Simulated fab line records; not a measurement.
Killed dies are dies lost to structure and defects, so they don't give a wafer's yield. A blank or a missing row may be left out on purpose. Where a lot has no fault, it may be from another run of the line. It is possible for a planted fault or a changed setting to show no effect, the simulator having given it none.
Struck lot and sound lot, side by side :: flow rit-cmos :: 30 steps out of a route of 202
Sound: wafers L288.1, L288.3, L288.4. Struck: wafers L294.1, L294.2, L294.6. At the end, the cause is stated.
For every step that has rows: the tool of each side, followed by ch and its chambers, followed by its first start. Under that, the readings that differ: sound wafers :: struck wafers :: difference of the means :: sigmas: that difference in standard deviations of wafers without a fault.
alike: a reading whose means differ by less than 2 such deviations, as well as words and numbers matching on both sides. not compared: withheld readings; readings where some wafer has no value; bounds like >300 that might hide an equal value; numbers whose values overlap and for which the record gives no deviation.
The two part at a step that has a row with sigmas, a row that says differs or no value, or rows on one side only. Numbers that have no deviation but don't overlap get no sigmas and don't part them. Lack of a reading on every wafer of one side parts them only where that side has two or more wafers.

RIT_FOX2_THK_MEAS_01:
  sound on film-metro-02 at day 4 12:44; struck on film-metro-04 at day 5 17:21
reading: FOX2_OXIDE_THK (nm)
sound: 346 349 342
struck: 326 334 331
difference: -15
sigmas: -2
then, 2 steps without rows for these wafers: RIT_FOX2_CLEAN_02 (cleans in dHF, time 180 s); RIT_FOX2_WET_ETCH_03 (etches Si3N4 in H3PO4, target depth 195 nm, time 2700 s).
RIT_FOX2_THK_MEAS_90:
  sound on film-metro-03 at day 4 13:41; struck on film-metro-03 at day 5 18:14
reading: FIELD_OXIDE_LEFT_1_THK (nm)
sound: 318 321 315
struck: 299 306 303
difference: -15
sigmas: -2
then, 6 steps without rows for these wafers: RIT_NWELL_HMDS_00 (prime time 60 s); RIT_NWELL_COAT_01 (resist thk 1300 nm); RIT_NWELL_SOFTBAKE_02 (time 60 s); RIT_NWELL_EXPOSE_03 (exposes mask M2, target cd 43900 nm); RIT_NWELL_PEB_04; RIT_NWELL_DEVELOP_05 (develop time 68 s).
RIT_NWELL_OVL_MEAS_06:
  sound on overlay-01 at day 4 14:45; struck on overlay-01 at day 5 19:10
  alike: NWELL_OVL
then, 1 step without rows for these wafers: RIT_NWELL_HARDBAKE_07 (time 120 s).
RIT_NWELL_IMPLANT_08:
  sound on implanter-04 ch 0, day 4 15:02; struck on implanter-04 ch 0, day 5 19:29
reading: dose-ions-cm2
sound: 5.001e+13 5.007e+13 4.998e+13
struck: 5.244e+13 5.237e+13 5.238e+13
difference: +2.377e+12
sigmas: +46
  alike: beam-on-s
RIT_NWELL_STRIP_09: strips in O2, time 180 s.
  sound on plasma-asher-01 ch 0,1, day 4 15:11; struck on plasma-asher-04 ch 0,1, day 5 19:38
  alike: drypump-motor-current-A, o2-flow-sccm
  not compared: rf-hours-counter-h
RIT_NWELL_TW_MEAS_10:
  sound on film-metro-02 at day 4 15:22; struck on film-metro-04 at day 5 19:49
  alike: NWELL_TW
then, 6 steps without rows for these wafers: RIT_PWELL_HMDS_00 (prime time 60 s); RIT_PWELL_COAT_01 (resist thk 1300 nm); RIT_PWELL_SOFTBAKE_02 (time 60 s); RIT_PWELL_EXPOSE_03 (exposes mask M3, target cd 43700 nm); RIT_PWELL_PEB_04; RIT_PWELL_DEVELOP_05 (develop time 68 s).
RIT_PWELL_OVL_MEAS_06:
  sound on overlay-02 at day 4 16:18; struck on overlay-01 at day 5 20:45
  alike: PWELL_OVL
then, 2 steps without rows for these wafers: RIT_PWELL_HARDBAKE_07 (time 120 s); RIT_PWELL_IMPLANT_08.
RIT_PWELL_STRIP_09: strips in O2, time 180 s.
  sound on plasma-asher-02 ch 0,1, day 4 16:44; struck on plasma-asher-03 ch 0,1, day 5 21:11
reading: drypump-motor-current-A (A)
sound: 6.0 6.0 6.2
struck: 5.5 5.2 5.2
difference: -0.8
sigmas: -2
  alike: o2-flow-sccm
  not compared: rf-hours-counter-h
RIT_PWELL_TW_MEAS_10:
  sound on film-metro-02 at day 4 16:55; struck on film-metro-01 at day 5 21:22
  alike: PWELL_TW
then, 1 step without rows for these wafers: RIT_WELLDRIVE_ANNEAL_00 (time 14700 s).
RIT_WELLDRIVE_RS_MEAS_01: a four-point-probe measurement.
  sound on film-metro-02 at day 4 22:07; struck on film-metro-01 at day 6 02:31
reading: NWELL_RS (ohm/sq)
sound: 274.7 275.2 274.7
struck: 267.4 266.7 266.7
difference: -7.9
sigmas: -9
RIT_WELLDRIVE_RS_MEAS_02: a four-point-probe measurement.
  sound on film-metro-02 at day 4 22:14; struck on film-metro-01 at day 6 02:38
  alike: PWELL_RS
RIT_M1_PROBE_99:
  sound on prober-01 at day 6 03:35; struck on prober-01 at day 7 09:17
reading: killed-open
sound: 4 10 3
struck: 1 1 2
difference: -4
sigmas: -2

reading: model.etest.nwell-pinched.rs-ohm-sq
sound: 338.9 339.4 334.7
struck: 320.4 324.7 325.6
difference: -14.1
sigmas: 

reading: model.etest.well-edge-right.line-ohm-um
sound: 180.4 184.7 181.7
struck: 177 177.8 175.3
difference: -6
sigmas: 

reading: model.etest.well-edge-left.line-ohm-um
sound: 181.4 183.4 183
struck: 175.9 176.3 174.8
difference: -6.9
sigmas: 
  alike: killed-at-contacts, killed-at-front-end, killed-dies, killed-short

== WHERE THEY PART ==
Earliest at RIT_FOX2_THK_MEAS_01; latest, in this record, at RIT_M1_PROBE_99.

WHY: the cause the simulator had injected
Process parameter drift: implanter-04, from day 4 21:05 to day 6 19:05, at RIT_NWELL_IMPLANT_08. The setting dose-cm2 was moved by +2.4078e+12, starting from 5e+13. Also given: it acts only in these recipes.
